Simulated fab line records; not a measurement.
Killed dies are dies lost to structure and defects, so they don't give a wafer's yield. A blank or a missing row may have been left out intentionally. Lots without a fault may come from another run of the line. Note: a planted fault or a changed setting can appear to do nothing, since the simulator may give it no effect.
Lot-split experiment ; flow rit-cmos ; route with 202 steps; 5 lots, 23 wafers read

## THE SPLIT ITSELF
At RIT_ACTIVE_CVD_03 (deposits Si3N4 from SiH2Cl2/NH3, target thk 150 nm, time 1500 s), the setting pressure-mtorr was moved away from the recipe's 300 mTorr on 15 of the 23 wafers read, by -8.9% to +7.1%. The other wafers ran this setting at the recipe's value.

There is no step in the file separating the split from the reading.

## THE READING
ACTIVE_NITRIDE_THK (nm), taken at RIT_ACTIVE_THK_MEAS_04. A value of 150.4 nm with a standard deviation of 1.7 nm is what fault-free wafers of this fab line usually give.

wafer;tool, chamber at the split;pressure-mtorr as run, mTorr;against the recipe;ACTIVE_NITRIDE_THK, nm;against lot-mates on the recipe
L076.1;-, -;300;recipe;150.8;-
L076.2;-, -;300;recipe;150.0;-
L076.4;-, -;300;recipe;149.2;-
L076.5;-, -;300;recipe;148.7;-
L076.6;-, -;300;recipe;149.7;-
L078.1;-, -;287.4;-4.2%;148.0;no lot-mate on the recipe
L078.2;-, -;287.4;-4.2%;147.7;no lot-mate on the recipe
L078.3;-, -;287.4;-4.2%;147.7;no lot-mate on the recipe
L078.5;-, -;287.4;-4.2%;146.6;no lot-mate on the recipe
L078.6;-, -;287.4;-4.2%;147.1;no lot-mate on the recipe
L079.1;lpcvd-01, 1;300;recipe;150.0;-
L079.2;lpcvd-01, 1;300;recipe;149.6;-
L079.6;lpcvd-01, 1;300;recipe;149.4;-
L080.1;-, -;273.4;-8.9%;145.8;no lot-mate on the recipe
L080.2;-, -;273.4;-8.9%;147.3;no lot-mate on the recipe
L080.4;-, -;273.4;-8.9%;146.0;no lot-mate on the recipe
L080.5;-, -;273.4;-8.9%;146.1;no lot-mate on the recipe
L080.6;-, -;273.4;-8.9%;146.3;no lot-mate on the recipe
L082.1;-, -;321.4;+7.1%;152.0;no lot-mate on the recipe
L082.2;-, -;321.4;+7.1%;152.6;no lot-mate on the recipe
L082.3;-, -;321.4;+7.1%;154.0;no lot-mate on the recipe
L082.4;-, -;321.4;+7.1%;152.6;no lot-mate on the recipe
L082.6;-, -;321.4;+7.1%;151.1;no lot-mate on the recipe

FIT RESULTS
A straight line over all 23 wafers: ACTIVE_NITRIDE_THK changes by +0.399 nm for each +1% of pressure-mtorr; r = +0.95; the points scatter about the line by 0.74 nm.
Too few moved wafers have a lot-mate on the recipe to fit a line with each lot's own level taken away.

## THE WHOLE CHAIN: every reading that the file lists as answering this split, in the file's order
step;what it does;reading;change (the file's fit);r (the file's)
RIT_ACTIVE_CVD_03;deposits Si3N4 from SiH2Cl2/NH3, target thk 150 nm, time 1500 s;Si3N4_of_ACTIVE_CVD_03.thk-nm (the simulator's own value, which no gauge read);+0.396 nm for each +1% of the setting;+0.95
RIT_ACTIVE_THK_MEAS_04;;ACTIVE_NITRIDE_THK;+0.398 for each +1% of the setting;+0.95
RIT_ACTIVE_CLEAN_15;cleans in SC1, time 600 s;Si3N4_of_ACTIVE_CVD_03.thk-nm (the simulator's own value, which no gauge read);+0.393 nm for each +1% of the setting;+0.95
RIT_FOX2_OXIDATION_00;target thk 350.7 nm, ox time 1130 s;Si3N4_of_ACTIVE_CVD_03.thk-nm (the simulator's own value, which no gauge read);+0.421 nm for each +1% of the setting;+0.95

## FILE'S OWN FIT
ACTIVE_NITRIDE_THK changes by +0.398 nm for each +1% of pressure-mtorr, r = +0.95.
